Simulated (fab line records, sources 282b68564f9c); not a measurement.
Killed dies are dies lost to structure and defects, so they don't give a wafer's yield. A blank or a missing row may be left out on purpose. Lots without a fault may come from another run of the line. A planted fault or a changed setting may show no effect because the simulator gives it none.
A struck lot beside a sound one | flow rit_cmos | 15 steps out of a route of 202
Sound: wafers L412.1, L412.2, L412.3. Struck: wafers L418.2, L418.3, L418.4. The cause comes at the end.
At each step with rows: each side's tool, then ch and its chambers, then its first start. Under that, the readings that differ: sound wafers | struck wafers | difference of the means | sigmas: that difference in standard deviations of wafers without a fault.
alike: readings whose means differ by less than 2 such deviations, and words and numbers that are the same on both sides. not compared: withheld readings, readings that some wafer has no value for, bounds like >300 that may hide the same value, and numbers for which the record gives no deviation and whose values overlap.
The two part at a step that has a row with sigmas, a row that says differs or no value, or rows on one side only. Numbers that don't overlap but have no deviation are shown without sigmas and don't part them. A reading that every wafer of one side lacks parts them only if that side has two wafers or more.

RIT_GATE_OVL_MEAS_17:
  sound on overlay-01, day 5 09:26; struck on overlay-01, day 6 23:24
  alike: GATE_OVL
then, 1 step without rows for these wafers: RIT_GATE_HARDBAKE_18 (time 60 s).
RIT_GATE_ETCH_19: etches poly-Si in SF6/CHF3/O2, stops on SiO2, time 165 s, target depth 312.5 nm.
  sound on rie_si-02 ch 0,1,3, day 5 09:37; struck on rie_si-02 ch 1,2,3, day 6 23:35
  alike: drypump_motor_current_A, oes_product_au, rf_fwd_power_W, throttle_valve_pct
  not compared: rf_hours_counter_h
RIT_GATE_STRIP_20: strips in O2, time 180 s.
  sound on plasma_asher-03 ch 0,1, day 5 09:44; struck on plasma_asher-04 ch 0,1, day 6 23:41
  alike: drypump_motor_current_A
  not compared: rf_hours_counter_h
RIT_GATE_CD_MEAS_90: target cd 150 nm.
  sound on cd_sem-02, day 5 09:55; struck on cd_sem-02, day 6 23:53
  alike: cd_nm
then, 4 steps without rows for these wafers: RIT_REOX_CLEAN_00 (cleans in SC1, time 600 s); RIT_REOX_CLEAN_01 (cleans in dHF, time 30 s); RIT_REOX_CLEAN_02 (cleans in SC2, time 600 s); RIT_REOX_OXIDATION_03 (target thk 25.2 nm, ox time 5580 s).
RIT_REOX_THK_MEAS_04:
  sound on film_metro-04, day 5 14:01; struck on film_metro-02, day 7 02:55
  alike: REOX_OXIDE_THK
then, 2 steps without rows for these wafers: RIT_NLDD_HMDS_00 (prime time 60 s); RIT_NLDD_COAT_01 (resist thk 1000 nm).
RIT_NLDD_SOFTBAKE_02: time 60 s.
  sound on litho_track-02 ch 0, day 5 14:23; struck on litho_track-03 ch 0, day 7 03:17
  reading                  | sound             | struck            | difference | sigmas
  heater_power_total_W (W) | 34.61 34.56 34.56 | 35.77 35.84 35.73 | +1.20      | +26
  run_length_s (s)         | 89.19 89.27 89.29 | 82.83 82.77 82.67 | -6.49      | -54
then, 2 steps without rows for these wafers: RIT_NLDD_EXPOSE_03 (exposes mask M7, target cd 40700 nm); RIT_M1_PROBE_99.

WHERE THEY PART
Only at RIT_NLDD_SOFTBAKE_02, within this record.

WHY: what the simulator had put in
Process parameter drift: litho_track-03, from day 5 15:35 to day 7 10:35, at RIT_NLDD_SOFTBAKE_02. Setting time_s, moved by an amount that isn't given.
